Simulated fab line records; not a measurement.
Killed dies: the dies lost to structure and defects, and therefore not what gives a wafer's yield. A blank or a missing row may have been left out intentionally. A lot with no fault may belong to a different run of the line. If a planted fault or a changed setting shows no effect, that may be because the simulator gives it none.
Split-lot trial | flow ritCmos | on a route of 202 steps: 5 lots, 23 wafers read

== THE SPLIT ITSELF ==
At RIT_PRETRO_COAT_01 (resist thk 1300 nm), the setting resistThkNm was moved away from the recipe's 1300 nm on 4 of the 23 wafers read, by -5.9% to +3.8%. This setting was run at the recipe's value on the other wafers.

The file shows no step between the split and the reading.

== THE READING ==
NOVOLAK_of_PRETRO_COAT_01.thkNm (the simulator's own value, which no gauge read), in nm, at RIT_PRETRO_HARDBAKE_07 (time 120 s). There is no usual value for it anywhere in the file. The 19 wafers here that ran the recipe average 1136 nm, standard deviation 2.8 nm.

wafer  | tool, chamber at the split | resistThkNm as run, nm | against the recipe | NOVOLAK_of_PRETRO_COAT_01.thkNm, nm | against lot-mates on the recipe
L074.2 | lithoTrack-02, 0           | 1300                   | recipe             | 1136                                | -
L074.3 | lithoTrack-02, 0           | 1300                   | recipe             | 1133                                | -
L074.5 | lithoTrack-02, 0           | 1300                   | recipe             | 1134                                | -
L075.1 | lithoTrack-02, 0           | 1300                   | recipe             | 1138                                | -
L075.3 | lithoTrack-02, 0           | 1300                   | recipe             | 1139                                | -
L075.4 | lithoTrack-02, 0           | 1300                   | recipe             | 1141                                | -
L075.5 | lithoTrack-02, 0           | 1300                   | recipe             | 1137                                | -
L075.6 | lithoTrack-02, 0           | 1300                   | recipe             | 1136                                | -
L077.2 | lithoTrack-04, 0           | 1300                   | recipe             | 1135                                | -
L077.3 | lithoTrack-04, 0           | 1300                   | recipe             | 1131                                | -
L077.4 | lithoTrack-04, 0           | 1300                   | recipe             | 1133                                | -
L077.5 | lithoTrack-04, 0           | 1300                   | recipe             | 1132                                | -
L077.6 | lithoTrack-04, 0           | 1300                   | recipe             | 1134                                | -
L079.1 | lithoTrack-01, 0           | 1300                   | recipe             | 1131                                | -
L079.3 | lithoTrack-01, 0           | 1350                   | +3.8%              | 1186                                | +52
L079.4 | lithoTrack-01, 0           | 1300                   | recipe             | 1137                                | -
L079.5 | lithoTrack-01, 0           | 1350                   | +3.8%              | 1177                                | +43
L079.6 | lithoTrack-01, 0           | 1300                   | recipe             | 1135                                | -
L084.1 | lithoTrack-02, 0           | 1300                   | recipe             | 1140                                | -
L084.3 | lithoTrack-02, 0           | 1300                   | recipe             | 1138                                | -
L084.4 | lithoTrack-02, 0           | 1300                   | recipe             | 1137                                | -
L084.5 | lithoTrack-02, 0           | 1223                   | -5.9%              | 1072                                | -66
L084.6 | lithoTrack-02, 0           | 1223                   | -5.9%              | 1067                                | -71

THE FIT
A straight line over all 23 wafers: NOVOLAK_of_PRETRO_COAT_01.thkNm changes by +11.4 nm for each +1% of resistThkNm; r = +0.99; the points scatter about the line by 3.2 nm.
The same after taking each lot's own level away (the mean of its wafers on the recipe; 23 wafers): +11.8 nm for each +1%; r = +1.00; scatter 2.3 nm.
The reading moves by 70 nm for the largest change in resistThkNm, on that fit.
Measured against the standard deviation above, the lots' own levels, which go from 1133.0 to 1138.3 nm, span 1.9 times it.
Hence the lot-to-lot level has little effect on the slope; both slopes agree.
Check: -71.8 nm against its lot-mates is what the line predicts for one of the wafers moved furthest among these (-5.9%) when that wafer is left out of the fit. Against them it came out at -66.3 nm.

== OTHER SPLITS ON THESE WAFERS ==
Note: prior to the reading, these wafers also went through further splits. Each is held against what the fit with the lots' levels taken away leaves over:
other split on the same wafers  | wafers away from the commonest value | r with NOVOLAK_of_PRETRO_COAT_01.thkNm (lot level and that fit taken away)
RIT_ACTIVE_CVD_03 timeS         | 15                                   | +0.07
RIT_ACTIVE_COAT_06 spinRpm      | 10                                   | -0.37
RIT_NWELL_COAT_01 spinRpm       | 9                                    | +0.15
RIT_NWELL_IMPLANT_08 doseCm2    | 7                                    | -0.22
RIT_PWELL_SOFTBAKE_02 tempC     | 10                                   | -0.10
RIT_PWELL_IMPLANT_08 energyKev  | 4                                    | -0.01
RIT_NRETRO_IMPLANT_08 energyKev | 6                                    | +0.17

== THE WHOLE CHAIN: every reading that the file lists as answering this split, in the file's order ==
step                   | what it does       | reading                                                                          | change (the file's fit)              | r (the file's)
RIT_PRETRO_COAT_01     | resist thk 1300 nm | NOVOLAK_of_PRETRO_COAT_01.thkNm (the simulator's own value, which no gauge read) | +13.6 nm for each +1% of the setting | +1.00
RIT_PRETRO_HARDBAKE_07 | time 120 s         | NOVOLAK_of_PRETRO_COAT_01.thkNm (the simulator's own value, which no gauge read) | +11.8 nm for each +1% of the setting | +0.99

== THE FILE'S OWN FIT ==
NOVOLAK_of_PRETRO_COAT_01.thkNm changes by +11.8 nm for each +1% of resistThkNm, r = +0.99.
